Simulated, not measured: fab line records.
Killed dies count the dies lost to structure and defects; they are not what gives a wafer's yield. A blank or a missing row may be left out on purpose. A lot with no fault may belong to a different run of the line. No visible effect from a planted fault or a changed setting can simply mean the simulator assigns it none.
Which tool is to blame?    flow rit cmos    30 wafers from 10 lots sampled at 5 of the route's 202 steps

## WHAT EACH GAUGE READ, for each wafer
RIT_ACTIVE_THK_MEAS_04. Usual: ACTIVE_NITRIDE_THK 150.4 nm, standard deviation 1.5.
lot   measured     on             ACTIVE_NITRIDE_THK (nm)  flag
L507  day 1 13:32  film metro-01  151.8 152.8 151.4        
L508  day 1 20:31  film metro-02  149.9 148.0 149.2        
L511  day 2 10:30  film metro-01  184.7 184.2 184.3        OFF
L519  day 4 01:32  film metro-04  150.5 148.2 150.0        
L521  day 4 11:46  film metro-04  147.5 149.3 149.6        
L523  day 4 21:32  film metro-02  149.3 150.1 150.1        
L526  day 5 14:34  film metro-04  147.2 147.6 148.2        
L528  day 5 22:36  film metro-01  148.9 148.0 148.4        
L529  day 6 03:55  film metro-02  150.4 150.9 150.8        
L530  day 6 08:44  film metro-01  152.5 151.5 153.0        

RIT_NRETRO_TW_MEAS_10. Usual: NRETRO_TW 1056, standard deviation 7.2.
lot   measured     on             NRETRO_TW       flag
L507  day 2 08:34  film metro-02  1062 1056 1057  
L508  day 2 12:50  film metro-02  1060 1063 1062  
L511  day 3 03:56  film metro-01  1044 1047 1046  
L519  day 4 20:38  film metro-02  1065 1062 1062  
L521  day 5 04:20  film metro-01  1053 1047 1047  
L523  day 5 14:26  film metro-01  1054 1056 1053  
L526  day 6 09:33  film metro-02  1063 1063 1064  
L528  day 6 15:57  film metro-01  1050 1054 1056  
L529  day 6 23:34  film metro-04  1049 1052 1048  
L530  day 7 05:38  film metro-01  1055 1051 1051  

## WHAT TOOL EACH LOT RAN ON (gives the tool, then ch and the chambers of the sampled wafers, and finally the start)
lot   RIT_ACTIVE_CVD_03           RIT_ACTIVE_ETCH_13                 RIT_NRETRO_STRIP_09
L507  lpcvd-02 ch 0, day 1 12:07  rie diel-02 ch 1,2,3, day 1 14:43  plasma asher-04 ch 0,1, day 2 08:23
L508  lpcvd-01 ch 1, day 1 19:06  rie diel-01 ch 1,2,3, day 1 21:41  plasma asher-03 ch 0,1, day 2 12:38
L511  lpcvd-02 ch 0, day 2 09:05  rie diel-04 ch 1,3, day 2 11:41    plasma asher-01 ch 0,1, day 3 03:46
L519  lpcvd-01 ch 0, day 4 00:07  rie diel-01 ch 1,2,3, day 4 02:50  plasma asher-01 ch 0,1, day 4 20:28
L521  lpcvd-01 ch 0, day 4 10:20  rie diel-04 ch 0,1,3, day 4 13:04  plasma asher-01 ch 0,1, day 5 04:09
L523  lpcvd-01 ch 1, day 4 20:07  rie diel-02 ch 0,1,2, day 4 22:43  plasma asher-04 ch 0,1, day 5 14:16
L526  lpcvd-01 ch 0, day 5 13:08  rie diel-02 ch 0,2,3, day 5 15:51  plasma asher-03 ch 0, day 6 09:22
L528  lpcvd-01 ch 0, day 5 21:10  rie diel-04 ch 0,1,3, day 5 23:46  plasma asher-01 ch 0,1, day 6 15:46
L529  lpcvd-02 ch 0, day 6 02:30  rie diel-04 ch 1,2, day 6 05:05    plasma asher-01 ch 0,1, day 6 23:24
L530  lpcvd-02 ch 0, day 6 07:19  rie diel-04 ch 1,2,3, day 6 10:02  plasma asher-03 ch 0,1, day 7 05:27
- RIT_ACTIVE_CVD_03: deposits Si3N4 from SiH2Cl2/NH3, target thk 150 nm, time 1500 s.
- RIT_ACTIVE_ETCH_13: etches Si3N4 in SF6, stops on SiO2, time 210 s, target depth 210 nm.
- RIT_NRETRO_STRIP_09: strips in O2, time 180 s.

## AS READ BY THE TOOLS THEMSELVES (means over the sampled wafers that have a number; for cases with no such wafer, the mark the record gives instead)
RIT_ACTIVE_ETCH_13. Usual: drypump motor current A 5.8 A, standard deviation 0.5; oes product au 0.821 a.u., standard deviation 0.014; throttle valve pct 7.42 %, standard deviation 0.079.
lot   tool         drypump motor current A (A)  oes product au (a.u.)  throttle valve pct (%)  flag
L507  rie diel-02  5.6                          0.820                  7.49                    
L508  rie diel-01  5.8                          0.819                  7.39                    
L511  rie diel-04  5.9                          0.924                  7.38                    OFF
L519  rie diel-01  5.8                          0.828                  7.39                    
L521  rie diel-04  5.8                          0.809                  7.43                    
L523  rie diel-02  5.8                          0.810                  7.48                    
L526  rie diel-02  5.9                          0.810                  7.48                    
L528  rie diel-04  5.7                          0.809                  7.43                    
L529  rie diel-04  6.0                          0.830                  7.51                    
L530  rie diel-04  6.1                          0.838                  7.45                    

RIT_NRETRO_STRIP_09. Usual: drypump motor current A reads 5.7 A (standard deviation 0.52).
lot   tool             drypump motor current A (A)  flag
L507  plasma asher-04  5.8                          
L508  plasma asher-03  5.5                          
L511  plasma asher-01  5.5                          
L519  plasma asher-01  5.5                          
L521  plasma asher-01  6.1                          
L523  plasma asher-04  5.9                          
L526  plasma asher-03  5.3                          
L528  plasma asher-01  6.1                          
L529  plasma asher-01  6.1                          
L530  plasma asher-03  5.5                          

## THE ANSWER, worked out from the rows above alone
Rule: a lot counts as off when the mean over its wafers that have a number is more than 3 standard deviations away from the usual mean. Also off: a lot with no number at a reading for which 4 or more lots have one. Any other lot the step has rows for is counted as sound. After the gauges, taken in route order, come the tools' own readings; for these a lot's mean is taken, as printed above. The first step at which some lot is off is used, and at that step the reading that is off furthest; a lot without a number counts as furthest.
Off: L511, seen at RIT_ACTIVE_THK_MEAS_04 (ACTIVE_NITRIDE_THK).
A tool fits if, at a process step before that reading, it ran every lot that is off, and no sound lot after the first of them. The gauges at RIT_ACTIVE_THK_MEAS_04 aren't tried: what is off there is off at RIT_ACTIVE_ETCH_13 too, on other tools, and a gauge's error can't cause that. No candidate that was tried fits.

## WHAT THE SIMULATOR PUT IN
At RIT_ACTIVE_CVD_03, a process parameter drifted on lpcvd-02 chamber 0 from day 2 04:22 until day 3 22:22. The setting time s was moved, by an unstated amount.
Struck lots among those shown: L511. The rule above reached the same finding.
